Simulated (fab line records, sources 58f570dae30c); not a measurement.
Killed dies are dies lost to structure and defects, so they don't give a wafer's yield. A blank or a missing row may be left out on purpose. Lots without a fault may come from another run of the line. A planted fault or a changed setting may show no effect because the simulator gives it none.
A struck lot beside a sound one | flow berkeley_cmos170 | 44 steps out of a route of 331
Sound: wafers L521.1, L521.4, L521.6. Struck: wafers L526.1, L526.3, L526.4. The cause comes at the end.
At each step with rows: each side's tool, then ch and its chambers, then its first start. Under that, the readings that differ: sound wafers | struck wafers | difference of the means | sigmas: that difference in standard deviations of wafers without a fault.
alike: readings whose means differ by less than 2 such deviations, and words and numbers that are the same on both sides. not compared: withheld readings, readings that some wafer has no value for, bounds like >300 that may hide the same value, and numbers for which the record gives no deviation and whose values overlap.
The two part at a step that has a row with sigmas, a row that says differs or no value, or rows on one side only. Numbers that don't overlap but have no deviation are shown without sigmas and don't part them. A reading that every wafer of one side lacks parts them only if that side has two wafers or more.

first, 7 steps without rows for these wafers: UCB170_ACTIVE_CLEAN_17 (cleans in SPM, time 600 s); UCB170_PFIELD_HMDS_00 (prime time 60 s); UCB170_PFIELD_COAT_01 (resist thk 900 nm); UCB170_PFIELD_SOFTBAKE_02 (time 60 s); UCB170_PFIELD_EXPOSE_03 (exposes mask PFIELD, target cd 1500 nm); UCB170_PFIELD_PEB_04; UCB170_PFIELD_DEVELOP_05 (develop time 45 s).
UCB170_PFIELD_OVL_MEAS_06:
  sound on overlay-02, day 6 05:58; struck on overlay-02, day 7 12:11
  alike: PFIELD_OVL
then, 1 step without rows for these wafers: UCB170_PFIELD_IMPLANT_07.
UCB170_PFIELD_STRIP_08: strips in O2.
  sound on plasma_asher-03 ch 0,1, day 6 06:10; struck on plasma_asher-03 ch 0,1, day 7 12:22
  alike: chamber_pressure_mTorr, drypump_motor_current_A, oes_product_au, strip_time_to_endpoint_s
  not compared: rf_hours_counter_h
UCB170_PFIELD_TW_MEAS_09:
  sound on film_metro-03, day 6 06:16; struck on film_metro-02, day 7 12:28
  alike: PFIELD_TW
then, 1 step without rows for these wafers: UCB170_FIELD_CLEAN_00 (cleans in dHF, time 7.5 s).
UCB170_FIELD_OXIDATION_01: target thk 558.3 nm, ox time 7200 s.
  sound on furnace-02 ch 0, day 6 09:17; struck on furnace-03 ch 0, day 7 18:47
UCB170_FIELD_THK_MEAS_02:
  sound on film_metro-04, day 6 12:17; struck on film_metro-01, day 7 21:47
  reading              | sound       | struck      | difference | sigmas
  FIELD_OXIDE_THK (nm) | 573 562 558 | 880 876 878 | +314       | +29
then, 1 step without rows for these wafers: UCB170_FIELD_ANNEAL_03 (time 1200 s).
UCB170_FIELD_WET_ETCH_04: etches SiO2 in dHF, time 61.27 s.
  sound on wet_bench-02 ch 3, day 6 16:03; struck on wet_bench-02 ch 2, day 8 00:56
  reading                                      | sound             | struck            | difference | sigmas
  model.SiO2_of_FIELD_OXIDATION_01.thk_nm (nm) | 539.4 527.2 524.2 | 845.6 841.6 843.4 | +313.3     |
then, 1 step without rows for these wafers: UCB170_FIELD_WET_ETCH_05 (etches Si3N4 in H3PO4, time 12600 s).
UCB170_FIELD_WET_ETCH_06: etches SiO2 in BOE, time 22 s.
  sound on wet_bench-02 ch 3, day 6 19:56; struck on wet_bench-02 ch 3, day 8 04:28
  reading                                      | sound             | struck            | difference | sigmas
  model.SiO2_of_FIELD_OXIDATION_01.thk_nm (nm) | 454.9 442.7 439.9 | 762.4 758.4 760.1 | +314.5     |
UCB170_FIELD_THK_MEAS_90:
  sound on film_metro-03, day 6 19:57; struck on film_metro-04, day 8 04:29
  reading                     | sound       | struck      | difference | sigmas
  FIELD_OXIDE_LEFT_1_THK (nm) | 455 443 440 | 763 759 760 | +315       | +29
then, 2 steps without rows for these wafers: UCB170_SACOX_CLEAN_00 (cleans in dHF, time 7.5 s); UCB170_SACOX_OXIDATION_01 (target thk 14.4 nm, ox time 2400 s).
UCB170_SACOX_THK_MEAS_02:
  sound on film_metro-02, day 7 00:46; struck on film_metro-04, day 8 07:33
  alike: SACOX_OXIDE_THK
then, 2 steps without rows for these wafers: UCB170_SCREENOX_WET_ETCH_00 (etches SiO2 in dHF, time 200 s); UCB170_SCREENOX_OXIDATION_01 (target thk 14.4 nm, ox time 2400 s).
UCB170_SCREENOX_THK_MEAS_02:
  sound on film_metro-04, day 7 05:43; struck on film_metro-02, day 8 12:25
  alike: SCREENOX_OXIDE_THK
then, 7 steps without rows for these wafers: UCB170_SCREENOX_ANNEAL_03 (time 900 s); UCB170_NVT_HMDS_00 (prime time 60 s); UCB170_NVT_COAT_01 (resist thk 900 nm); UCB170_NVT_SOFTBAKE_02 (time 60 s); UCB170_NVT_EXPOSE_03 (exposes mask PWELL, target cd 3000 nm); UCB170_NVT_PEB_04; UCB170_NVT_DEVELOP_05 (develop time 45 s).
UCB170_NVT_OVL_MEAS_06:
  sound on overlay-02, day 7 08:58; struck on overlay-01, day 8 18:35
  reading      | sound  | struck    | difference | sigmas
  NVT_OVL (nm) | -4 8 9 | -12 -5 -7 | -12        | -2
then, 1 step without rows for these wafers: UCB170_NVT_IMPLANT_07.
UCB170_NVT_STRIP_08: strips in O2.
  sound on plasma_asher-03 ch 0,1, day 7 09:08; struck on plasma_asher-01 ch 0,1, day 8 18:47
  reading                      | sound             | struck            | difference | sigmas
  strip_time_to_endpoint_s (s) | 21.57 21.53 21.58 | 21.73 21.65 21.66 | +0.12      | +2
  alike: chamber_pressure_mTorr, drypump_motor_current_A, oes_product_au
  not compared: rf_hours_counter_h
UCB170_NVT_TW_MEAS_09:
  sound on film_metro-02, day 7 09:14; struck on film_metro-01, day 8 18:53
  alike: NVT_TW
then, 6 steps without rows for these wafers: UCB170_NVT_CLEAN_10 (cleans in SPM, time 600 s); UCB170_PVT_HMDS_00 (prime time 60 s); UCB170_PVT_COAT_01 (resist thk 900 nm); UCB170_PVT_SOFTBAKE_02 (time 60 s); UCB170_PVT_EXPOSE_03 (exposes mask NWELL, target cd 3000 nm); UCB170_PVT_PEB_04.
UCB170_FIELD_THK_MEAS_91:
  sound on film_metro-03, day 7 12:15; struck on film_metro-03, day 8 20:29
  reading                     | sound       | struck      | difference | sigmas
  FIELD_OXIDE_LEFT_2_THK (nm) | 366 354 352 | 674 670 672 | +315       | +29
UCB170_M3_PROBE_99:
  the record has rows for the sound wafers here (prober-02, day 9 18:09) and none for the struck ones

WHERE THEY PART
First at UCB170_FIELD_THK_MEAS_02; last, within this record, at UCB170_M3_PROBE_99.

WHY: what the simulator had put in
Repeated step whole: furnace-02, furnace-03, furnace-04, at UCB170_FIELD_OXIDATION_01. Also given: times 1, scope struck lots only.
